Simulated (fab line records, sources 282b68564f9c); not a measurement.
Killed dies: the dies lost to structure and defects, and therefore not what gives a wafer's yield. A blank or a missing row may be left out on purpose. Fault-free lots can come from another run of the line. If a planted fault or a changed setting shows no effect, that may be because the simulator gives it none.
The tool behind it: which one? + flow ritCmos + 7 lots, 21 wafers sampled, at 2 steps of a route of 202

== WHAT EACH GAUGE READ, for each wafer ==
RIT_ACTIVE_THK_MEAS_02.
| lot  | measured    | on           | ACTIVE_OXIDE_THK (nm) |
|------|-------------|--------------|-----------------------|
| L520 | day 1 17:04 | filmMetro-04 | 48.5 48.1 48.5        |
| L524 | day 2 13:56 | filmMetro-03 | 48.2 47.6 46.9        |
| L527 | day 3 06:05 | filmMetro-02 | 45.4 44.8 45.1        |
| L530 | day 3 20:21 | filmMetro-02 | 47.1 48.1 47.7        |
| L532 | day 4 05:03 | filmMetro-03 | 46.8 47.2 47.6        |
| L535 | day 4 20:03 | filmMetro-03 | 47.2 47.1 46.6        |
| L542 | day 6 10:49 | filmMetro-02 | 32.7 33.0 32.9        |

== WHICH TOOL RAN EACH LOT (tool, then ch and the chambers of the sampled wafers, then the start) ==
| lot  | RIT_ACTIVE_OXIDATION_01      |
|------|------------------------------|
| L520 | furnace-03 ch 0, day 1 15:07 |
| L524 | furnace-03 ch 0, day 2 12:01 |
| L527 | furnace-04 ch 0, day 3 04:08 |
| L530 | furnace-01 ch 0, day 3 18:25 |
| L532 | furnace-03 ch 0, day 4 03:07 |
| L535 | furnace-03 ch 0, day 4 18:07 |
| L542 | furnace-01 ch 0, day 6 08:53 |
- RIT_ACTIVE_OXIDATION_01: target thk 46.8 nm, ox time 3360 s.

== THE ANSWER, worked out from the rows above alone ==
Rule: the usual values come from the lots themselves. The widest of any qualifying gaps counts: lots, ordered by their means at a reading, are off when they make up no more than a third of the lots, leave a main group of 4 or more, and stand apart from it by 3 or more times the standard deviation of that group's means. A main group is skipped when, at the precision printed for the reading in the tables above, its means are all equal. A lot without any number at a reading at which 4 lots or more have one is off too. The other lots that the step has rows for count as sound.
Off: at RIT_ACTIVE_THK_MEAS_02 (ACTIVE_OXIDE_THK), L542. Mean 47.1 nm and standard deviation 1 in the main group.
A tool fits if, at a process step before that reading, it ran every lot that is off, and no sound lot after the first of them. Gauges at RIT_ACTIVE_THK_MEAS_02: tried the same way as those tools. Can't be told from this: 2 tools fit, furnace-01 at RIT_ACTIVE_OXIDATION_01, filmMetro-02 at RIT_ACTIVE_THK_MEAS_02.

== WHAT WAS PUT IN BY THE SIMULATOR ==
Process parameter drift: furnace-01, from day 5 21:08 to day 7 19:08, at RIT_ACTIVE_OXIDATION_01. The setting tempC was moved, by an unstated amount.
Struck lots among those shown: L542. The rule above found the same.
